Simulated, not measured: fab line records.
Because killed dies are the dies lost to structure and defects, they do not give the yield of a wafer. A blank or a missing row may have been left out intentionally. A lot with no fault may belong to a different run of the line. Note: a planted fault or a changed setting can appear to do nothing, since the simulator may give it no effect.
Which tool was responsible? -- flow berkeley cmos170 -- at 1 step of a route of 331, 15 lots with 45 wafers sampled

WHAT THE GAUGES READ, wafer by wafer
UCB170_FIELD_THK_MEAS_90. Usual: for FIELD_OXIDE_LEFT_1_THK the level is 439 nm and the standard deviation is 8.6.
lot,measured,on,FIELD_OXIDE_LEFT_1_THK (nm),flag
L756,day 5 20:57,film metro-02,432 433 418,
L755,day 5 20:58,film metro-03,444 443 444,
L757,day 5 20:58,film metro-04,431 424 432,
L758,day 5 21:02,film metro-03,439 443 435,
L760,day 6 13:33,film metro-04,450 442 441,
L762,day 7 08:17,film metro-04,447 446 452,
L767,day 7 20:10,film metro-02,430 435 434,
L768,day 8 14:40,film metro-02,437 444 451,
L764,day 8 14:42,film metro-03,461 460 445,
L769,day 8 21:41,film metro-02,437 444 438,
L773,day 9 11:49,film metro-04,438 431 439,
L777,day 10 07:07,film metro-04,433 439 437,
L775,day 10 07:07,film metro-03,431 441 435,
L774,day 10 07:11,film metro-04,428 440 442,
L778,day 10 20:58,film metro-02,451 451 447,

TOOL THAT RAN EACH LOT (tool first, then ch and the chambers of the sampled wafers, then the start)
Before these readings, the record contains no process step.

WHAT THE TOOLS THEMSELVES READ (means of the sampled wafers that have a number; where no wafer has one, the mark that the record gives instead)
The record holds no such reading with a usual standard deviation.

THE ANSWER, worked out from the rows above alone
Rule: a lot counts as off when the mean over its wafers that have a number is more than 3 standard deviations away from the usual mean. A lot without any number at a reading at which 4 lots or more have one is off too. Any other lot the step has rows for is counted as sound. The gauges are gone through in route order, then the tools' own readings, and for those a lot's mean is taken as printed above. The first step at which some lot is off is used, and at that step the reading that is off furthest; a lot without a number counts as furthest.
Across all readings shown, no lot is off: no conclusion can be drawn from this.

WHAT HAD BEEN PUT IN BY THE SIMULATOR
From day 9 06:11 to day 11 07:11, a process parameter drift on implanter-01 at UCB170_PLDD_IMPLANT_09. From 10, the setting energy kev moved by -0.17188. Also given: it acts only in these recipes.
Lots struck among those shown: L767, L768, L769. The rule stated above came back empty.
